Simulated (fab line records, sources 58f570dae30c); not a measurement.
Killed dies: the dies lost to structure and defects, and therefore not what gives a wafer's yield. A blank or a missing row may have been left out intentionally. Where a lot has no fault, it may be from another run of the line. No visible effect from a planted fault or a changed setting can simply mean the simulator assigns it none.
Matching of chambers || flow berkeley-cmos170 || rie-diel-02 running UCB170_NWELL_ETCH_13: 4 sister chambers
The step etches Si3N4 in CH3F/Ar/O2, stops on SiO2, target depth 246.4 nm, time 154 s. 16 wafers are shown with their chamber, then 8 later ones without.

WAFERS PAIRED WITH THEIR CHAMBERS
{"wafer": "L328.1", "chamber": 2, "drypump-motor-current-A (A)": 4.8, "throttle-valve-pct (%)": 8.16, "oes-product-au (a.u.)": 0.927}
{"wafer": "L328.3", "chamber": 0, "drypump-motor-current-A (A)": 5.6, "throttle-valve-pct (%)": 8.08, "oes-product-au (a.u.)": 0.954}
{"wafer": "L328.4", "chamber": 3, "drypump-motor-current-A (A)": 5.4, "throttle-valve-pct (%)": 7.97, "oes-product-au (a.u.)": 0.923}
{"wafer": "L331.2", "chamber": 2, "drypump-motor-current-A (A)": 4.8, "throttle-valve-pct (%)": 8.16, "oes-product-au (a.u.)": 0.930}
{"wafer": "L331.4", "chamber": 3, "drypump-motor-current-A (A)": 5.4, "throttle-valve-pct (%)": 7.96, "oes-product-au (a.u.)": 0.921}
{"wafer": "L331.5", "chamber": 0, "drypump-motor-current-A (A)": 5.6, "throttle-valve-pct (%)": 8.09, "oes-product-au (a.u.)": 0.958}
{"wafer": "L332.1", "chamber": 2, "drypump-motor-current-A (A)": 4.8, "throttle-valve-pct (%)": 8.16, "oes-product-au (a.u.)": 0.933}
{"wafer": "L332.3", "chamber": 1, "drypump-motor-current-A (A)": 5.5, "throttle-valve-pct (%)": 8.11, "oes-product-au (a.u.)": 0.934}
{"wafer": "L332.6", "chamber": 3, "drypump-motor-current-A (A)": 5.4, "throttle-valve-pct (%)": 7.96, "oes-product-au (a.u.)": 0.918}
{"wafer": "L335.2", "chamber": 3, "drypump-motor-current-A (A)": 5.4, "throttle-valve-pct (%)": 7.97, "oes-product-au (a.u.)": 0.937}
{"wafer": "L335.4", "chamber": 1, "drypump-motor-current-A (A)": 5.5, "throttle-valve-pct (%)": 8.14, "oes-product-au (a.u.)": 0.948}
{"wafer": "L335.5", "chamber": 3, "drypump-motor-current-A (A)": 5.4, "throttle-valve-pct (%)": 7.97, "oes-product-au (a.u.)": 0.925}
{"wafer": "L336.2", "chamber": 3, "drypump-motor-current-A (A)": 5.4, "throttle-valve-pct (%)": 7.94, "oes-product-au (a.u.)": 0.932}
{"wafer": "L336.3", "chamber": 2, "drypump-motor-current-A (A)": 4.9, "throttle-valve-pct (%)": 8.16, "oes-product-au (a.u.)": 0.935}
{"wafer": "L336.5", "chamber": 2, "drypump-motor-current-A (A)": 4.9, "throttle-valve-pct (%)": 8.17, "oes-product-au (a.u.)": 0.928}
{"wafer": "L342.2", "chamber": 2, "drypump-motor-current-A (A)": 4.8, "throttle-valve-pct (%)": 8.17, "oes-product-au (a.u.)": 0.928}

SIGNATURES, as means of the wafers listed above
{"reading": "drypump-motor-current-A", "chamber 0": 5.600, "chamber 1": 5.500, "chamber 2": 4.833, "chamber 3": 5.400, "scatter within a chamber": 0.0333}
{"reading": "throttle-valve-pct", "chamber 0": 8.0850, "chamber 1": 8.1250, "chamber 2": 8.1633, "chamber 3": 7.9617, "scatter within a chamber": 0.0105}
{"reading": "oes-product-au", "chamber 0": 0.95600, "chamber 1": 0.94100, "chamber 2": 0.93017, "chamber 3": 0.92600, "scatter within a chamber": 0.00587}
Rule: for a wafer and a chamber, the distance is found by dividing, reading by reading, the gap between the wafer's reading and the chamber's mean by the reading's scatter, squaring, summing and taking the root. The wafer belongs to the nearest chamber; if the next one is less than 2 further off, it can't be placed. How the scatter is found: for the shown wafers, subtract from each reading the mean of its chamber, square and add these, divide the total by (wafers less chambers), then take the root.

WAFERS MISSING THEIR CHAMBER
{"wafer": "L342.5", "drypump-motor-current-A (A)": 5.4, "throttle-valve-pct (%)": 7.97, "oes-product-au (a.u.)": 0.928}
{"wafer": "L342.6", "drypump-motor-current-A (A)": 4.8, "throttle-valve-pct (%)": 8.16, "oes-product-au (a.u.)": 0.926}
{"wafer": "L346.2", "drypump-motor-current-A (A)": 4.8, "throttle-valve-pct (%)": 8.17, "oes-product-au (a.u.)": 0.927}
{"wafer": "L346.3", "drypump-motor-current-A (A)": 5.4, "throttle-valve-pct (%)": 7.95, "oes-product-au (a.u.)": 0.921}
{"wafer": "L346.6", "drypump-motor-current-A (A)": 5.4, "throttle-valve-pct (%)": 7.96, "oes-product-au (a.u.)": 0.933}
{"wafer": "L347.1", "drypump-motor-current-A (A)": 5.4, "throttle-valve-pct (%)": 7.95, "oes-product-au (a.u.)": 0.930}
{"wafer": "L347.5", "drypump-motor-current-A (A)": 4.8, "throttle-valve-pct (%)": 8.17, "oes-product-au (a.u.)": 0.948}
{"wafer": "L347.6", "drypump-motor-current-A (A)": 5.4, "throttle-valve-pct (%)": 7.95, "oes-product-au (a.u.)": 0.933}

WHICH CHAMBER EACH ONE RAN IN
{"wafer": "L342.5", "from the rows above": 3, "in truth": 3}
{"wafer": "L342.6", "from the rows above": 2, "in truth": 2}
{"wafer": "L346.2", "from the rows above": 2, "in truth": 2}
{"wafer": "L346.3", "from the rows above": 3, "in truth": 3}
{"wafer": "L346.6", "from the rows above": 3, "in truth": 3}
{"wafer": "L347.1", "from the rows above": 3, "in truth": 3}
{"wafer": "L347.5", "from the rows above": 2, "in truth": 2}
{"wafer": "L347.6", "from the rows above": 3, "in truth": 3}
Placed correctly: 8 of 8. From these rows, 0 cannot be placed. Number placed wrongly: 0.
